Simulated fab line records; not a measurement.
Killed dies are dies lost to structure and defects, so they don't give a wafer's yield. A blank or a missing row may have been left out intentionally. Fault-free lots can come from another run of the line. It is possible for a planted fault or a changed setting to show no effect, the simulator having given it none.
fab line records | flow rit-cmos
record: lots: 6 wafers: 18 last-day: 7
route steps=202 shown FOX2@24 NWELL@28 PWELL@40 WELLDRIVE@50 M1@202
lots that met no fault: from a run of the same line without faults
start-h: start of the lot's first displayed wafer, in hours after the record's first day | wait-h: hours since the lot's step before | " as in the row above | L1.1+2: a row that stands for several wafers | - no value, or no start given | * or withheld: withheld | < > ~ a bound
route shown NAME@n: a module of which the file shows steps, and the number in the route of the first | usual: average and standard deviation across the fault-free wafers | same: alike in all rows | chamber/n: place in a boat | sites: per-site readings | _std_site: standard deviation across them | _edge_site: outer sites' mean less inner sites' | radius-mm: for every site, how far away it sits from the centre of the wafer | mask NAME#n: copy n | behind: the most recent tool/chamber to have shaped the wafer | hold: reason for holding the lot/hours on hold/outcome of the hold | device: names the non-switching transistor (n, p or np) | end of line: tests of these same wafers at the route's end | a step given without rows: its recipe and nothing more | killed: count of dies lost to structure and defects at first sort (not the wafer's yield) | map: a wafer's dies, x killed, . not, _ none there
set.NAME: the run value of the setting; set.NAME@STEP: its run value at that earlier step | model.NAME: the simulator's own value behind a step, which no gauge read
lots seen at some steps along the route; tables by step, rows by wafer
services: when a tool's chamber went out of use (start-h, in hours from the record's first day, below 0 if earlier), for how many hours, and the reason
== steps ==
step: RIT_FOX2_THK_MEAS_01
recipe: reads: SiO2_of_FOX2_OXIDATION_00
usual: FOX2_OXIDE_THK: 349/4.9
columns lot.wafer tool chamber start-h wait-h FOX2_OXIDE_THK[nm]
L628.2 film-metro-03 - 33.55 0.0 350
L628.3 " - " " 347
L628.6 " - " " 350
L633.1 film-metro-02 - 59.76 0.0 344
L633.3 " - " " 347
L633.6 " - " " 349
L635.2 film-metro-03 - 68.89 0.0 343
L635.3 " - " " 345
L635.5 " - " " 350
L645.1 film-metro-03 - 119.69 0.0 352
L645.2 " - " " 351
L645.6 " - " " 348
L646.3 film-metro-02 - 123.50 0.0 367
L646.4 " - " " 359
L646.6 " - " " 356
L648.1 film-metro-01 - 133.61 0.0 344
L648.2 " - " " 351
L648.6 " - " " 349
step: RIT_FOX2_CLEAN_02
recipe: chemistry: dHF dilution: 50:1 time-s: 180
step: RIT_FOX2_WET_ETCH_03
recipe: chemistry: H3PO4 target: Si3N4 target-depth-nm: 195 temp-c: 165 time-s: 2700
step: RIT_FOX2_THK_MEAS_90
recipe: reads: SiO2_of_FOX2_OXIDATION_00
usual: FIELD_OXIDE_LEFT_1_THK: 321/4.9
columns lot.wafer tool chamber start-h wait-h FIELD_OXIDE_LEFT_1_THK[nm]
L628.2 film-metro-02 - 34.43 0.0 322
L628.3 " - " " 319
L628.6 " - " " 322
L633.1 film-metro-03 - 60.70 0.0 316
L633.3 " - " " 319
L633.6 " - " " 321
L635.2 film-metro-01 - 69.76 0.0 316
L635.3 " - " " 318
L635.5 " - " " 323
L645.1 film-metro-01 - 120.56 0.0 324
L645.2 " - " " 323
L645.6 " - " " 321
L646.3 film-metro-01 - 124.37 0.0 340
L646.4 " - " " 332
L646.6 " - " " 329
L648.1 film-metro-01 - 134.49 0.0 316
L648.2 " - " " 323
L648.6 " - " " 321
step: RIT_NWELL_HMDS_00
recipe: prime-time-s: 60 prime-temp-c: 140
step: RIT_NWELL_COAT_01
recipe: resist: NOVOLAK spin-rpm: 2000 resist-thk-nm: 1300
step: RIT_NWELL_SOFTBAKE_02
recipe: resist: NOVOLAK temp-c: 90 time-s: 60
step: RIT_NWELL_EXPOSE_03
recipe: mask-id: M2 na: 0.57 target-cd-nm: 43900 dose-mj: 250
step: RIT_NWELL_PEB_04
recipe: resist: NOVOLAK temp-c: withheld time-s: withheld
step: RIT_NWELL_DEVELOP_05
recipe: resist: NOVOLAK develop-time-s: 68 dev-temp-c: 23
step: RIT_NWELL_OVL_MEAS_06
usual: NWELL_OVL: 0.1/1.3
columns lot.wafer tool chamber start-h wait-h NWELL_OVL[nm]
L628.2 overlay-02 - 35.37 - 0.8
L628.3 " - " " 0.0
L628.6 " - " " 0.7
L633.1 overlay-01 - 61.64 - 1.1
L633.3 " - " " 1.7
L633.6 " - " " -0.2
L635.2 overlay-02 - 70.78 - 0.8
L635.3 " - " " 2.2
L635.5 " - " " 1.6
L645.1 overlay-01 - 121.50 - 0.7
L645.2 " - " " 0.2
L645.6 " - " " 0.3
L646.3 overlay-01 - 125.51 - 1.5
L646.4 " - " " 0.2
L646.6 " - " " 1.8
L648.1 overlay-01 - 135.62 - 1.2
L648.2 " - " " -0.3
L648.6 " - " " -1.5
step: RIT_NWELL_HARDBAKE_07
recipe: resist: NOVOLAK temp-c: 140 time-s: 120
step: RIT_NWELL_IMPLANT_08
recipe: species: P energy-kev: 170 dose-cm2: 5e+13 tilt-deg: 7
usual: beam-on-s: 10.01/0.2 dose-ions-cm2: 4.999e+13/5.5e+10 faraday-current-uA: 158/3.2
columns lot.wafer tool chamber start-h wait-h beam-on-s dose-ions-cm2 faraday-current-uA
L628.2 implanter-02 0 35.68 0.2 10.20 4.992e+13 155
L628.3 " 0 " " 9.88 4.988e+13 160
L628.6 " 0 " " 10.27 4.991e+13 154
L633.1 implanter-04 0 61.93 0.2 9.98 5.804e+13 184
L633.3 " 0 " " 9.89 5.804e+13 185
L633.6 " 0 " " 9.91 5.799e+13 186
L635.2 implanter-04 0 71.08 0.2 10.02 5.798e+13 183
L635.3 " 0 " " 10.23 5.808e+13 181
L635.5 " 0 " " 10.30 5.794e+13 179
L645.1 implanter-01 0 121.79 0.2 10.14 5.002e+13 157
L645.2 " 0 " " 10.20 5.005e+13 154
L645.6 " 0 " " 10.35 5.006e+13 153
L646.3 implanter-01 0 125.83 0.2 9.87 4.997e+13 160
L646.4 " 0 " " 9.89 4.998e+13 160
L646.6 " 0 " " 9.69 5.006e+13 163
L648.1 implanter-04 0 135.91 0.2 10.06 4.995e+13 157
L648.2 " 0 " " 9.91 4.996e+13 160
L648.6 " 0 " " 9.98 5.006e+13 159
step: RIT_NWELL_STRIP_09
recipe: chemistry: O2 time-s: 180 resist: NOVOLAK platen-temp-c: withheld power-w: 500 pressure-mtorr: 4000 o2-flow-sccm: 4000
usual: drypump-motor-current-A: 5.7/0.37
same: time-s: 180
columns lot.wafer tool chamber start-h wait-h drypump-motor-current-A rf-hours-counter-h
L628.2 plasma-asher-02 1 35.80 0.1 5.9 27
L628.3 " 0 " " 5.1 -
L628.6 " 0 " " 5.1 -
L633.1 plasma-asher-03 1 62.08 0.1 5.4 36
L633.3 " 1 " " 5.4 -
L633.6 " 0 " " 6.1 -
L635.2 plasma-asher-03 1 71.21 0.1 5.4 37
L635.3 " 1 " " 5.4 -
L635.5 " 1 " " 5.4 -
L645.1 plasma-asher-02 0 121.94 0.1 5.1 36
L645.2 " 1 " " 6.0 36
L645.6 " 0 " " 5.1 -
L646.3 plasma-asher-03 1 125.99 0.1 5.4 -
L646.4 " 0 " " 6.0 -
L646.6 " 0 " " 6.1 -
L648.1 plasma-asher-03 1 136.06 0.1 5.4 2
L648.2 " 0 " " 6.0 2
L648.6 " 1 " " 5.4 -
step: RIT_NWELL_TW_MEAS_10
usual: NWELL_TW: 2132/22
columns lot.wafer tool chamber start-h wait-h hold NWELL_TW
L628.2 film-metro-02 - 35.99 0.1 - 2114
L628.3 " - " " - 2118
L628.6 " - " " - 2124
L633.1 film-metro-02 - 62.25 0.1 await-dispo/0.2h/release 2230
L633.3 " - " " await-dispo/0.2h/release 2212
L633.6 " - " " await-dispo/0.2h/release 2218
L633.1 film-metro-02 - 62.48 0.2 - 2227
L633.3 " - " " - 2210
L633.6 " - " " - 2225
L635.2 film-metro-03 - 71.39 0.1 await-dispo/0.2h/release 2237
L635.3 " - " " await-dispo/0.2h/release 2231
L635.5 " - " " await-dispo/0.2h/release 2236
L635.2 film-metro-03 - 71.62 0.2 - 2248
L635.3 " - " " - 2237
L635.5 " - " " - 2228
L645.1 film-metro-02 - 122.12 0.1 - 2101
L645.2 " - " " - 2102
L645.6 " - " " - 2101
L646.3 film-metro-02 - 126.13 0.1 - 2109
L646.4 " - " " - 2110
L646.6 " - " " - 2117
L648.1 film-metro-02 - 136.23 0.1 - 2118
L648.2 " - " " - 2119
L648.6 " - " " - 2103
step: RIT_PWELL_COAT_01
recipe: resist: NOVOLAK spin-rpm: 2000 resist-thk-nm: 1300
step: RIT_PWELL_SOFTBAKE_02
recipe: resist: NOVOLAK temp-c: 90 time-s: 60
step: RIT_PWELL_EXPOSE_03
recipe: mask-id: M3 na: 0.57 target-cd-nm: 43700 dose-mj: 250
step: RIT_PWELL_PEB_04
recipe: resist: NOVOLAK temp-c: withheld time-s: withheld
step: RIT_PWELL_DEVELOP_05
recipe: resist: NOVOLAK develop-time-s: 68 dev-temp-c: 23
step: RIT_PWELL_OVL_MEAS_06
usual: PWELL_OVL: 0.7/1.3
columns lot.wafer tool chamber start-h wait-h PWELL_OVL[nm]
L628.2 overlay-01 - 36.92 - -1.8
L628.3 " - " " 0.1
L628.6 " - " " 0.2
L633.1 overlay-02 - 68.99 - 2.0
L633.3 " - " " 1.3
L633.6 " - " " 2.6
L635.2 overlay-02 - 74.58 - 1.8
L635.3 " - " " 1.3
L635.5 " - " " 1.1
L645.1 overlay-01 - 123.06 - 0.0
L645.2 " - " " 0.5
L645.6 " - " " 0.2
L646.3 overlay-02 - 127.18 - 1.9
L646.4 " - " " 1.9
L646.6 " - " " 1.7
L648.1 overlay-01 - 137.17 - 1.4
L648.2 " - " " -0.4
L648.6 " - " " 1.3
step: RIT_PWELL_HARDBAKE_07
recipe: resist: NOVOLAK temp-c: 140 time-s: 120
step: RIT_PWELL_IMPLANT_08
recipe: species: B energy-kev: 170 dose-cm2: 7e+13 tilt-deg: 7
step: RIT_PWELL_STRIP_09
recipe: chemistry: O2 time-s: 180 resist: NOVOLAK platen-temp-c: withheld power-w: 500 pressure-mtorr: 4000 o2-flow-sccm: 4000
usual: drypump-motor-current-A: 5.7/0.38
same: time-s: 180
columns lot.wafer tool chamber start-h wait-h drypump-motor-current-A rf-hours-counter-h
L628.2 plasma-asher-04 1 37.35 0.1 5.8 40
L628.3 " 1 " " 5.8 -
L628.6 " 1 " " 5.8 -
L633.1 plasma-asher-02 0 69.44 0.1 5.1 30
L633.3 " 1 " " 6.0 -
L633.6 " 0 " " 5.1 -
L635.2 plasma-asher-04 1 75.01 0.1 5.8 43
L635.3 " 0 " " 5.5 -
L635.5 " 1 " " 5.8 -
L645.1 plasma-asher-02 1 123.49 0.1 6.0 36
L645.2 " 0 " " 5.1 36
L645.6 " 0 " " 5.1 -
L646.3 plasma-asher-02 1 127.66 0.1 6.0 -
L646.4 " 0 " " 5.1 -
L646.6 " 0 " " 5.1 -
L648.1 plasma-asher-01 1 137.61 0.1 6.3 52
L648.2 " 0 " " 5.5 52
L648.6 " 1 " " 6.3 -
step: RIT_PWELL_TW_MEAS_10
usual: PWELL_TW: 947/9.9
columns lot.wafer tool chamber start-h wait-h PWELL_TW
L628.2 film-metro-03 - 37.54 0.1 948
L628.3 " - " " 944
L628.6 " - " " 948
L633.1 film-metro-04 - 69.62 0.1 965
L633.3 " - " " 962
L633.6 " - " " 960
L635.2 film-metro-03 - 75.20 0.1 941
L635.3 " - " " 938
L635.5 " - " " 940
L645.1 film-metro-03 - 123.67 0.1 933
L645.2 " - " " 936
L645.6 " - " " 932
L646.3 film-metro-02 - 127.80 0.1 934
L646.4 " - " " 941
L646.6 " - " " 939
L648.1 film-metro-04 - 137.78 0.1 947
L648.2 " - " " 955
L648.6 " - " " 951
step: RIT_WELLDRIVE_ANNEAL_00
recipe: temp-c: 1100 time-s: 14700 ambient: N2
step: RIT_WELLDRIVE_RS_MEAS_01
recipe: thk-meas-gauge: four-point-probe
usual: NWELL_RS: 275.9/0.73
columns lot.wafer tool chamber start-h wait-h hold NWELL_RS[ohm/sq]
L628.2 film-metro-03 - 42.81 0.0 - 275.5
L628.3 " - " " - 276.4
L628.6 " - " " - 275.3
L633.1 film-metro-04 - 74.76 0.0 await-dispo/0.2h/release 251.4
L633.3 " - " " await-dispo/0.2h/release 250.6
L633.6 " - " " await-dispo/0.2h/release 250.9
L633.1 film-metro-04 - 75.05 0.3 - 250.8
L633.3 " - " " - 250.9
L633.6 " - " " - 251.0
L635.2 film-metro-03 - 80.35 0.0 await-dispo/0.2h/release 252.6
L635.3 " - " " await-dispo/0.2h/release 251.7
L635.5 " - " " await-dispo/0.2h/release 251.5
L635.2 film-metro-03 - 80.64 0.3 - 252.2
L635.3 " - " " - 252.3
L635.5 " - " " - 252.2
L645.1 film-metro-04 - 128.81 0.0 - 276.1
L645.2 " - " " - 276.3
L645.6 " - " " - 275.3
L646.3 film-metro-03 - 133.06 0.0 - 276.0
L646.4 " - " " - 276.7
L646.6 " - " " - 276.2
L648.1 film-metro-02 - 143.21 0.0 - 275.0
L648.2 " - " " - 274.8
L648.6 " - " " - 274.6
step: RIT_WELLDRIVE_RS_MEAS_02
recipe: thk-meas-gauge: four-point-probe
usual: PWELL_RS: 429.8/1.3
columns lot.wafer tool chamber start-h wait-h hold PWELL_RS[ohm/sq]
L628.2 film-metro-03 - 42.93 0.1 - 431.0
L628.3 " - " " - 430.1
L628.6 " - " " - 430.0
L633.1 film-metro-04 - 80.69 5.6 await-dispo/5.4h/release 426.4
L633.3 " - " " await-dispo/5.4h/release 426.4
L633.6 " - " " await-dispo/5.4h/release 426.5
L635.2 film-metro-03 - 84.20 3.5 await-dispo/3.4h/release 428.7
L635.3 " - " " await-dispo/3.4h/release 429.5
L635.5 " - " " await-dispo/3.4h/release 429.5
L645.1 film-metro-04 - 128.93 0.1 - 429.5
L645.2 " - " " - 429.0
L645.6 " - " " - 429.0
L646.3 film-metro-03 - 133.18 0.1 - 431.2
L646.4 " - " " - 430.4
L646.6 " - " " - 430.9
L648.1 film-metro-02 - 143.33 0.1 - 431.3
L648.2 " - " " - 429.6
L648.6 " - " " - 431.1
step: RIT_M1_PROBE_99
usual: killed-at-contacts: 0.1/0.27 killed-at-front-end: 7/3.1 killed-dies: 7/3.1 killed-on-rim: 1.9/1.5 killed-open: 3.6/2.3 killed-short: 3.2/2
same: gross-dies: 264 killed_at_M0_to_M3: 0 killed_at_M4_up: 0 killed-at-back-side: 0 killed-at-other: 0
columns lot.wafer tool chamber start-h wait-h killed-at-contacts killed-at-front-end killed-dies killed-on-rim killed-open killed-short
L628.2 prober-01 - 73.61 0.1 0 10 10 3 3 7
L628.3 prober-01 - 73.66 0.2 0 5 5 1 4 1
L628.6 prober-01 - 73.81 0.2 0 4 4 0 2 2
L633.1 prober-01 - 110.72 0.1 0 6 6 2 3 3
L633.3 prober-01 - 110.82 0.2 0 8 8 3 6 2
L633.6 prober-01 - 110.97 0.2 0 10 10 4 3 7
L635.2 prober-01 - 115.51 0.1 0 6 6 1 2 4
L635.3 prober-01 - 115.56 0.2 0 3 3 0 3 0
L635.5 prober-01 - 115.66 0.2 0 3 3 1 2 1
L645.1 prober-01 - 157.92 0.1 0 7 7 2 1 6
L645.2 prober-01 - 157.97 0.1 0 11 11 5 8 3
L645.6 prober-01 - 158.17 0.2 0 8 8 2 6 2
L646.3 prober-02 - 161.46 0.2 0 3 3 1 1 2
L646.4 prober-02 - 161.51 0.2 0 3 3 1 1 2
L646.6 prober-02 - 161.61 0.2 1 4 5 0 1 4
L648.1 prober-02 - 173.01 0.1 0 12 12 2 9 3
L648.2 prober-02 - 173.06 0.1 0 1 1 0 0 1
L648.6 prober-02 - 173.26 0.2 0 4 4 2 2 2
killed by level:class
L628.2 GATE:geometric-particle:short=4 GATE:geometric-particle:open=2 REOX:geometric-particle:short=2 SPACER:geometric-particle:open=1 SILICIDE:geometric-particle:short=1
L628.3 GATE:geometric-particle:open=2 GATE:geometric-particle:short=1 REOX:geometric-particle:open=1 SILICIDE:geometric-particle:open=1
L628.6 ACTIVE:geometric-particle:short=1 REOX:geometric-particle:open=1 SPACER:geometric-particle:short=1 SPACER:geometric-particle:open=1
L633.1 REOX:geometric-particle:short=3 FOX1:geometric-particle:open=1 REOX:geometric-particle:open=1 SPACER:geometric-particle:open=1
L633.3 FOX1:geometric-particle:open=2 GATE:geometric-particle:open=2 FOX2:geometric-particle:open=1 FOX2:geometric-particle:short=1 SPACER:geometric-particle:open=1 SPACER:geometric-particle:short=1
L633.6 GATE:geometric-particle:short=3 FOX1:geometric-particle:short=1 FOX2:geometric-particle:short=1 GATE:geometric-particle:open=1 SPACER:geometric-particle:short=1 SPACER:geometric-particle:open=1 SILICIDE:geometric-particle:open=1 SILICIDE:geometric-particle:short=1
L635.2 GATE:geometric-particle:short=3 FOX1:geometric-particle:short=1 FOX1:geometric-particle:open=1 REOX:geometric-particle:open=1
L635.3 GATE:geometric-particle:open=2 SPACER:geometric-particle:open=1
L635.5 FOX2:geometric-particle:open=1 GATE:geometric-particle:short=1 SILICIDE:geometric-particle:open=1
L645.1 FOX1:geometric-particle:short=2 GATE:geometric-particle:short=2 FOX1:geometric-particle:open=1 SPACER:geometric-particle:short=1 SILICIDE:geometric-particle:short=1
L645.2 SILICIDE:geometric-particle:open=5 ACTIVE:geometric-particle:open=1 FOX2:geometric-particle:short=1 GATE:geometric-particle:short=1 REOX:geometric-particle:open=1 SPACER:geometric-particle:short=1 SPACER:geometric-particle:open=1
L645.6 SPACER:geometric-particle:open=2 SILICIDE:geometric-particle:open=2 FOX2:geometric-particle:open=1 GATE:geometric-particle:short=1 REOX:geometric-particle:open=1 SILICIDE:geometric-particle:short=1
L646.3 GATE:geometric-particle:open=1 GATE:geometric-particle:short=1 SILICIDE:geometric-particle:short=1
L646.4 GATE:geometric-particle:short=2 GATE:geometric-particle:open=1
L646.6 SPACER:geometric-particle:short=3 CONTACT:geometric-particle:short=1 FOX2:geometric-particle:open=1
L648.1 REOX:geometric-particle:open=5 REOX:geometric-particle:short=3 FOX1:geometric-particle:open=2 GATE:geometric-particle:open=2
L648.2 REOX:geometric-particle:short=1
L648.6 FOX1:geometric-particle:short=1 REOX:geometric-particle:open=1 REOX:geometric-particle:short=1 SPACER:geometric-particle:open=1
== services ==
columns tool chamber start-h hours kind
implanter-02 - 37.09 1.7 repair
implanter-02 - 68.94 6.0 repair
implanter-02 - 99.61 3.7 pm
implanter-04 - 100.21 2.7 pm
plasma-asher-03 0 117.75 - clean
plasma-asher-03 1 117.75 - clean
implanter-01 - 135.63 15.8 repair
== key ==
first-sign: step: RIT_NWELL_IMPLANT_08 reading: dose-ions-cm2 direction: up sigmas: 99+ usual: 4.999e+13 struck: 5.801e+13
effect: step: RIT_NWELL_IMPLANT_08 reading: faraday-current-uA direction: up sigmas: 7.8 usual: 158 struck: 183
effect: step: RIT_NWELL_TW_MEAS_10 reading: visit direction: added
effect: step: RIT_WELLDRIVE_RS_MEAS_01 reading: visit direction: added
effect: step: RIT_WELLDRIVE_RS_MEAS_01 reading: NWELL_RS direction: down sigmas: 34 usual: 275.9 struck: 251.5
met-at RIT_NWELL_IMPLANT_08
struck-wafers L633.1,L633.3,L633.6,L635.2,L635.3,L635.5
tester-left-out L633,L635
fault: kind: process-parameter-drift tool: implanter-04 chamber: - onset-h: 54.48 steps: RIT_NWELL_IMPLANT_08 channel: dose-cm2 offset: 8e+12 shape: step end-h: 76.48 acts-in: these-recipes-only stated: 5e+13
tester-left-out: of these lots the tester's yield and bins aren't shown, on N5 and GAA mostly nor the transistor test; their killed dies are dies lost to structure and defects alone, not to doping, threshold or leakage, so they don't give the yield
